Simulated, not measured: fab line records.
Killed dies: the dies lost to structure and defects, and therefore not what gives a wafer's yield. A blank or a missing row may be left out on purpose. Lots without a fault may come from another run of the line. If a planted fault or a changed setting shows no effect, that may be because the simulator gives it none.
Comparing a struck lot with a sound one    flow berkeley_cmos170    19 steps out of a route of 331
Sound: these wafers, L488.1, L488.2, L488.3. Wafers L491.1, L491.2, L491.6 were the ones struck. The cause is named last.
Each step with rows lists, per side, the tool, then ch with its chambers, then its first start. Under that, the readings that differ: sound wafers    struck wafers    difference of the means    sigmas: that difference in standard deviations of wafers without a fault.
alike: same words and numbers on both sides, and readings whose means sit less than 2 such deviations apart. not compared: any withheld reading, any reading some wafer has no value for, any bound like >300 that may hide the same value, and any number with overlapping values for which the record gives no deviation.
The two part at a step that has a row with sigmas, a row that says differs or no value, or rows on one side only. Numbers that have no deviation but don't overlap get no sigmas and don't part them. A reading that every wafer of one side lacks parts them only if that side has two wafers or more.

UCB170_M1_STRIP_13: strips in O2.
  sound on plasma_asher-01 ch 0,1, day 10 19:26; struck on plasma_asher-04 ch 0,1, day 11 22:17
  alike: drypump_motor_current_A, oes_product_au
  not compared: rf_hours_counter_h
UCB170_M1_CD_MEAS_90: the cd target is 700 nm.
  sound on cd_sem-01, day 10 19:32; struck on cd_sem-02, day 11 22:23
  alike: cd_nm
then, 1 step without rows for these wafers: UCB170_M1_ANNEAL_14 (time 1200 s).
UCB170_V1_CVD_00: deposits SiO2 from TEOS/O2, target thk 2000 nm, time 250 s.
  sound on pecvd-03 ch 0,1,2, day 10 20:59; struck on pecvd-03 ch 0,1, day 12 00:49
  alike: heater_power_w
UCB170_V1_THK_MEAS_01:
  sound on film_metro-04, day 10 21:08; struck on film_metro-03, day 12 00:59
  alike: V1_TEOS_THK
UCB170_V1_CMP_02: polishes SiO2.
  sound on cmp-02 ch 0,1,3, day 10 21:12; struck on cmp-01 ch 1,2, day 12 01:03
  alike: motor_current_A
UCB170_V1_BOW_MEAS_03:
  sound on film_metro-02, day 10 21:30; struck on film_metro-03, day 12 01:21
  alike: V1_BOW
UCB170_V1_THK_MEAS_04:
  sound on film_metro-02, day 10 21:37; struck on film_metro-03, day 12 01:28
  alike: V1_POLISHED_THK
then, 4 steps without rows for these wafers: UCB170_V1_CLEAN_05 (cleans in DIW); UCB170_V1_HMDS_06 (prime time 60 s); UCB170_V1_COAT_07 (resist thk 900 nm); UCB170_V1_SOFTBAKE_08 (time 60 s).
UCB170_V1_EXPOSE_09: exposes mask VIA1, target cd 700 nm.
  sound on krf_scanner-02 ch 0, day 10 22:18; struck on krf_scanner-01 ch 0, day 12 02:40
reading                     sound              struck             difference  sigmas
model.V1.overlay_x_nm (nm)  1.334 1.334 1.334  169.8 169.8 169.8  +168.5      
  alike: mask, exposure_dose_mJ_cm2
then, 2 steps without rows for these wafers: UCB170_V1_PEB_10; UCB170_V1_DEVELOP_11 (develop time 45 s).
UCB170_V1_CD_MEAS_12: the cd target is 700 nm.
  sound on cd_sem-01, day 10 22:42; struck on cd_sem-01, day 12 03:19
  alike: cd_nm
UCB170_V1_OVL_MEAS_13:
  sound on overlay-02, day 10 22:49; struck on overlay-02, day 12 03:26
reading      sound   struck       difference  sigmas
V1_OVL (nm)  4 -2 2  169 173 174  +171        +29
UCB170_V1_ETCH_14: etches SiO2 in CHF3/CF4/Ar, stops on Al, target depth 1250 nm, time 291 s.
  sound on rie_diel-03 ch 0,1,3, day 10 22:51; struck on rie_diel-01 ch 0,1,3, day 12 03:28
  alike: drypump_motor_current_A, oes_product_au, throttle_valve_pct
  not compared: rf_hours_counter_h
UCB170_M3_PROBE_99:
  record: rows for the struck wafers here (prober-01, day 12 15:42), none for the sound ones

## WHERE THEY PART
Last at UCB170_M3_PROBE_99 as far as this record goes, first at UCB170_V1_OVL_MEAS_13.

WHY: what had been put in by the simulator
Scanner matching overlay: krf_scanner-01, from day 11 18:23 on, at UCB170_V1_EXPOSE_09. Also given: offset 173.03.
